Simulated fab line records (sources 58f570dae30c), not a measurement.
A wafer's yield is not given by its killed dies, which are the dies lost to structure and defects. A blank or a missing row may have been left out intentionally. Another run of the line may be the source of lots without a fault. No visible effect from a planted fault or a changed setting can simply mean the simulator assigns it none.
Struck lot and sound lot, side by side || flow berkeley cmos170 || 16 out of 331 route steps
Sound: these wafers, L156.1, L156.3, L156.5. Struck: wafers L167.1, L167.4. (L167.3 of the same lot was not struck and is left out.) The cause comes at the end.
Each step with rows lists, per side, the tool, then ch with its chambers, then its first start. Under that, the readings that differ: sound wafers || struck wafers || difference of the means || sigmas: that difference in standard deviations of wafers without a fault.
alike: same words and numbers on both sides, and readings whose means sit less than 2 such deviations apart. not compared: any withheld reading, any reading some wafer has no value for, any bound like >300 that may hide the same value, and any number with overlapping values for which the record gives no deviation.
A row with sigmas, a row that says differs or no value, or rows on one side alone: a step with any of these is where the two part. Numbers that don't overlap but have no deviation are shown without sigmas and don't part them. A reading that every wafer of one side lacks parts them only if that side has two wafers or more.

UCB170_M1_SPUTTER_00: material Al, target thk 600 nm, time 80 s.
  struck on pvd sputter-02, day 9 23:52; sound on pvd sputter-02, day 7 16:52
  alike: cathode dc power W, chamber pressure pa, throttle valve pct
UCB170_M1_RS_MEAS_01: measures by four-point-probe.
  struck on film metro-01, day 9 23:56; sound on film metro-03, day 7 16:55
{"reading": "M1_AL_RS (ohm/sq)", "sound": "0.0495 0.0491 0.0493", "struck": "0.0484 0.0483", "difference": -0.0009, "sigmas": -2}
UCB170_M1_THK_MEAS_02: measures by xrf.
  struck on film metro-01, day 10 00:03; sound on film metro-03, day 7 17:02
  alike: M1_AL_THK
then, 6 steps without rows for these wafers: UCB170_M1_COAT_03; UCB170_M1_COAT_04 (resist thk 900 nm); UCB170_M1_SOFTBAKE_05 (time 60 s); UCB170_M1_EXPOSE_06 (exposes mask METAL1, target cd 700 nm); UCB170_M1_PEB_07; UCB170_M1_DEVELOP_08 (develop time 45 s).
UCB170_M1_CD_MEAS_09: the cd target is 700 nm.
  struck on cd sem-02, day 10 01:22; sound on cd sem-02, day 7 18:00
  alike: cd nm
UCB170_M1_OVL_MEAS_10:
  struck on overlay-02, day 10 01:29; sound on overlay-01, day 7 18:07
  alike: M1_OVL
UCB170_M1_ETCH_11: etches BARC in N2/H2.
  sound on rie diel-03 ch 0,1,3, day 7 18:10; struck on rie diel-04 ch 0,1, day 10 01:32
  alike: drypump motor current A, h2 flow sccm, oes product au, throttle valve pct
UCB170_M1_METAL_ETCH_12: etches Al in Cl2/BCl3, stops on PSG, target depth 780 nm, time 130 s.
  sound on rie metal-02 ch 0, day 7 18:12; struck on rie metal-03 ch 0, day 10 01:34
{"reading": "drypump motor current A (A)", "sound": "6.4 6.3 6.3", "struck": "4.9 4.9", "difference": -1.4, "sigmas": -2}
{"reading": "oes product au (a.u.)", "sound": "0.844 0.841 0.838", "struck": "0.783 0.785", "difference": -0.057, "sigmas": -5}
{"reading": "rf fwd power W (W)", "sound": "594.4 597.4 595.7", "struck": "357.1 355.5", "difference": -239.5, "sigmas": "-99 or more"}
{"reading": "model.KrF_of_M1_COAT_04.thk nm (nm)", "sound": "431.2 434.4 437.6", "struck": "602.6 603.2", "difference": "+168.5", "sigmas": ""}
{"reading": "model.M1.feature depth nm (nm)", "sound": "627.5 630.6 628", "struck": "498.9 499.2", "difference": -129.7, "sigmas": ""}
{"reading": "model.etch.depth nm (nm)", "sound": "589.5 592.8 590.4", "struck": "498.9 499.2", "difference": -91.9, "sigmas": ""}
  alike: bcl3 flow sccm, throttle valve pct
  not compared: rf hours counter h
UCB170_M1_STRIP_13: strips in O2.
  sound on plasma asher-02 ch 0,1, day 7 18:20; struck on plasma asher-02 ch 0, day 10 01:43
  alike: drypump motor current A, oes product au
  not compared: rf hours counter h
UCB170_M1_CD_MEAS_90: the cd target is 700 nm.
  struck on cd sem-02, day 10 01:52; sound on cd sem-01, day 7 18:26
{"reading": "cd nm (nm)", "sound": "699.2 698.7 698.8", "struck": "710.4 714.8", "difference": "+13.7", "sigmas": "+7"}
then, 1 step without rows for these wafers: UCB170_M1_ANNEAL_14 (time 1200 s).

## WHERE THEY PART
Earliest at UCB170_M1_RS_MEAS_01; latest, in this record, at UCB170_M1_CD_MEAS_90.

WHY: the cause the simulator had injected
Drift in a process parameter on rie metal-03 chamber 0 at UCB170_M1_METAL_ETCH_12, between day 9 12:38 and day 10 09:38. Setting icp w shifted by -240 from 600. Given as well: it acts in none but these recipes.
